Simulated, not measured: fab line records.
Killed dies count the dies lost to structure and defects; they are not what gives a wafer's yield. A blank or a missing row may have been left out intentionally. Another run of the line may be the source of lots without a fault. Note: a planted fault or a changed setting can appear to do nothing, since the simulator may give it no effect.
8D (eight disciplines) problem report, filled in by code -- flow ritCmos -- the parts of the form that need people (team, actions taken, sign-off) are left out

## 1. WHAT WENT WRONG
Wafers free of any fault read 3.01 nm (standard deviation 0.066) for GATE_OXIDE_THK at RIT_GATE_THK_MEAS_07, against a mean of 4.68 nm on 9 wafers of 3 lots. That puts it +25 standard deviations away from the usual mean.
Earliest sighting: wafer L687.1 on filmMetro-04 at day 5 17:50. The record holds 42 wafers of 14 lots with a number at this step. Rule for "out", or "out of limits": more than 4 standard deviations from the usual mean. The rest of the wafers with a number are treated as sound.

## 2. WHAT THIS IS AND IS NOT
question,is,is not
which readings at this step,GATE_OXIDE_THK,-
which lots,"L687, L688, L692","L672, L673, L674, L675, L676, L677, L678, L679, L680, L693, L695"
which wafers of those lots,all that have a number,-
read on which gauges,filmMetro-04,"filmMetro-01, filmMetro-03"
when,from day 5 17:50,"up to then (27 sound wafers); but 6 sound wafers of L693, L695 came after"

## 3. SUSPECTS, AND WHAT RULES EACH OUT
Counting: a tool at a process step up to the reading stays a suspect if it ran every lot that is out and no sound lot after the first of them.
- the gauge at RIT_GATE_THK_MEAS_07: kept. All the wafers that are out were read on filmMetro-04, and no step on other tools shows them out.
Left after counting: filmMetro-04 at RIT_GATE_THK_MEAS_07.

## 4. THE CAUSE (what the simulator had put in)
Metrology matching offset: filmMetro-04, from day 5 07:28 on, at RIT_GATE_THK_MEAS_07. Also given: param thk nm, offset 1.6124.
After counting, this tool was the only one left.

## 5. SEQUENCE OF EFFECTS, ordered by route
One row per reading whose mean, taken over the struck wafers that have a number, lies over 3 standard deviations from the usual. Scope: only readings with a usual standard deviation given in the record; hours: median across lots of the time from each lot's start at the first step in this table that gives one to its start at this step; sigmas: change in usual standard deviations.
hours,step,reading,usual,on struck wafers,change,sigmas
0,RIT_GATE_THK_MEAS_07,GATE_OXIDE_THK,3.01 nm,4.68,+1.67,+25

## 6. HOW IT WOULD HAVE BEEN CAUGHT EARLIER
10 hours passed between the start of the fault at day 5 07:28 and the first reading out of limits at a measuring or inspecting step in this record, taken at day 5 17:50.
